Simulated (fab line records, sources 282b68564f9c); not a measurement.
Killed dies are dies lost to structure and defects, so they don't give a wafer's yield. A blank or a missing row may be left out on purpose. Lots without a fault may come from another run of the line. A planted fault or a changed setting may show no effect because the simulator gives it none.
Problem report in the 8D (eight disciplines) form, filled by code | flow rit_cmos | the parts of the form that need people (team, actions taken, sign-off) are left out

1. THE PROBLEM
exposure_dose_mJ_cm2 at RIT_ACTIVE_EXPOSE_08 reads a mean of 227.95 on 6 wafers of 2 lots; wafers without a fault read 224.93 with a standard deviation of 0.25. That is +12 standard deviations from the usual mean.
The step: exposes mask M1, target cd 1400 nm.
First seen on wafer L775.1, day 2 15:10, on iline_stepper-01. The record holds 42 wafers of 14 lots with a number at this step. Rule for "out", or "out of limits": more than 4 standard deviations from the usual mean. The other wafers with a number count as sound.

2. WHAT IT IS AND WHAT IT IS NOT
question                    | is                     | is not
which readings at this step | exposure_dose_mJ_cm2   | -
which lots                  | L775, L777             | L770, L771, L781, L782, L784, L785, L786, L787, L789, L791, L792, L793
which wafers of those lots  | all that have a number | -
read on which tools         | iline_stepper-01       | iline_stepper-02
when                        | from day 2 15:10       | up to then (6 sound wafers); but 30 sound wafers of L781, L782, L784, L785, L786, L787, L789, L791, L792, L793 came after

3. SUSPECTS, AND WHAT RULES EACH OUT
Counting: a tool at a process step up to the reading stays a suspect if it ran every lot that is out and no sound lot after the first of them.
- iline_stepper-01 at RIT_ACTIVE_EXPOSE_08 (exposes mask M1, target cd 1400 nm): kept. It ran every lot that is out, first L775 (day 2 15:10), and no sound lot after that; its last sound lot up to then is L770 (day 1 14:05). Its own readings are out on those wafers: exposure_dose_mJ_cm2.
Left after counting: iline_stepper-01 at RIT_ACTIVE_EXPOSE_08.

4. THE CAUSE (what the simulator had put in)
Process parameter drift: iline_stepper-01, from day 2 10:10 on, at RIT_ACTIVE_EXPOSE_08. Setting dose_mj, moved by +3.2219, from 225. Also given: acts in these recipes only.
Counting left only this tool.

5. THE CHAIN OF EFFECTS, in route order
Each row: a reading whose mean over the struck wafers that have a number lies more than 3 standard deviations from the usual. Only readings for which the record gives a usual standard deviation are gone through. hours: the time from each lot's start at the first step in this table that gives one to its start at this step, as a median over the lots. sigmas: the change in usual standard deviations.
hours | step                 | reading              | usual  | on struck wafers | change | sigmas
0     | RIT_ACTIVE_EXPOSE_08 | exposure_dose_mJ_cm2 | 224.93 | 227.95           | +3.02  | +12
The process steps in it:
- RIT_ACTIVE_EXPOSE_08: exposes mask M1, target cd 1400 nm.
Later measuring or inspecting steps at which every struck wafer that the step has a row for has a number for every such reading, and none has moved that far: RIT_ACTIVE_CD_MEAS_11, RIT_ACTIVE_CD_MEAS_90.

6. WHAT WOULD HAVE CAUGHT IT SOONER
In this record the first reading out of limits was taken at day 2 15:10, 5 hours after the fault began at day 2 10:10.
